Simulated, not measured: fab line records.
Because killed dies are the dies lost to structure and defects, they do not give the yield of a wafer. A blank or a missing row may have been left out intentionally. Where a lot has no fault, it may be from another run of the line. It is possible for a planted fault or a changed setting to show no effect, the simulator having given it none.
Lot-split experiment	flow rit_cmos	23 wafers read across 5 lots, on a route 202 steps long

THE SPLIT ITSELF
At RIT_GATE_COAT_11 (resist thk 850 nm), the setting resist_thk_nm was moved away from the recipe's 850 nm on 7 of the 23 wafers read, by -4.5% to +4.6%. This setting was run at the recipe's value on the other wafers.

FROM THE SPLIT TO THE READING: what the file shows between them, 8 steps
- RIT_GATE_SOFTBAKE_12: time 60 s
- RIT_GATE_EXPOSE_13: exposes mask M6, target cd 150 nm
- RIT_GATE_PEB_14
- RIT_GATE_DEVELOP_15: develop time 50 s
- RIT_GATE_CD_MEAS_16: target cd 150 nm
- RIT_GATE_HARDBAKE_18: time 60 s
- RIT_GATE_ETCH_19: etches poly-Si in SF6/CHF3/O2, stops on SiO2, time 165 s, target depth 312.5 nm
- RIT_GATE_STRIP_20: strips in O2, time 180 s

THE READING
At RIT_GATE_CD_MEAS_90: cd_nm in nanometres, against a target cd of 150 nm. A value of 148.3 nm with a standard deviation of 3 nm is what fault-free wafers of this fab line usually give.

wafer	tool, chamber at the split	resist_thk_nm as run, nm	against the recipe	cd_nm, nm	against lot-mates on the recipe
L075.2	litho_track-01, 0	811.8	-4.5%	144.8	-3.9
L075.3	litho_track-01, 0	811.8	-4.5%	143.9	-4.8
L075.4	litho_track-01, 0	850	recipe	148.9	-
L075.5	litho_track-01, 0	850	recipe	148.6	-
L075.6	litho_track-01, 0	811.8	-4.5%	140.5	-8.2
L076.1	litho_track-04, 0	850	recipe	144.8	-
L076.2	litho_track-04, 0	850	recipe	143.9	-
L076.3	litho_track-04, 0	850	recipe	143.6	-
L076.4	litho_track-04, 0	889.1	+4.6%	150.7	+6.6
L076.5	litho_track-04, 0	889.1	+4.6%	150.8	+6.7
L078.1	litho_track-01, 0	868.9	+2.2%	153.2	+4.6
L078.2	litho_track-01, 0	850	recipe	147.0	-
L078.3	litho_track-01, 0	850	recipe	148.7	-
L078.4	litho_track-01, 0	868.9	+2.2%	150.6	+2.0
L078.6	litho_track-01, 0	850	recipe	150.1	-
L081.2	litho_track-01, 0	850	recipe	152.8	-
L081.3	litho_track-01, 0	850	recipe	153.3	-
L081.5	litho_track-01, 0	850	recipe	152.1	-
L082.1	litho_track-04, 0	850	recipe	148.0	-
L082.2	litho_track-04, 0	850	recipe	148.5	-
L082.4	litho_track-04, 0	850	recipe	147.3	-
L082.5	litho_track-04, 0	850	recipe	148.1	-
L082.6	litho_track-04, 0	850	recipe	146.6	-

FIT RESULTS
A straight line over all 23 wafers: cd_nm changes by +0.968 nm for each +1% of resist_thk_nm; r = +0.64; the points scatter about the line by 2.7 nm.
The same after taking each lot's own level away (the mean of its wafers on the recipe; 23 wafers): +1.35 nm for each +1%; r = +0.95; scatter 1 nm.
On that fit, the largest move of resist_thk_nm shifts the reading by 6.2 nm.
The span of the lots' own levels, 144.10 to 152.73 nm, comes to 2.9 times the standard deviation stated above.
So the lot-to-lot level blurs the effect unless lot-mates are compared.
Check: for one of the wafers moved furthest among these (+4.6%), held out of the fit, the line's prediction against its lot-mates is +6.25 nm. It came out at +6.6 nm against them.

OTHER SPLITS ON THESE WAFERS
Before the reading, these wafers also passed through other splits. Each is held against what the fit with the lots' levels taken away leaves over:
other split on the same wafers	wafers away from the commonest value	r with cd_nm (lot level and that fit taken away)
RIT_ACTIVE_EXPOSE_08 dose_mj	4	+0.02
RIT_ACTIVE_DEVELOP_10 develop_time_s	9	+0.17
RIT_PRETRO_IMPLANT_08 energy_kev	8	+0.02
RIT_GATE_CVD_08 pressure_mtorr	15	-0.02

THE WHOLE CHAIN: every reading that the file lists as answering this split, in the file's order
step	what it does	reading	change (the file's fit)	r (the file's)
RIT_GATE_COAT_11	resist thk 850 nm	NOVOLAK_of_GATE_COAT_11.thk_nm (the simulator's own value, which no gauge read)	+8.89 nm for each +1% of the setting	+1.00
RIT_GATE_CD_MEAS_16	target cd 150 nm	cd_nm	+1.36 nm for each +1% of the setting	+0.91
RIT_GATE_HARDBAKE_18	time 60 s	NOVOLAK_of_GATE_COAT_11.thk_nm (the simulator's own value, which no gauge read)	+7.79 nm for each +1% of the setting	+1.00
RIT_GATE_ETCH_19	etches poly-Si in SF6/CHF3/O2, stops on SiO2, time 165 s, target depth 312.5 nm	NOVOLAK_of_GATE_COAT_11.thk_nm (the simulator's own value, which no gauge read)	+7.52 nm for each +1% of the setting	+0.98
RIT_GATE_CD_MEAS_90	target cd 150 nm	cd_nm	+1.37 nm for each +1% of the setting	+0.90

THE FILE'S OWN FIT
cd_nm changes by +1.37 nm for each +1% of resist_thk_nm, r = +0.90.
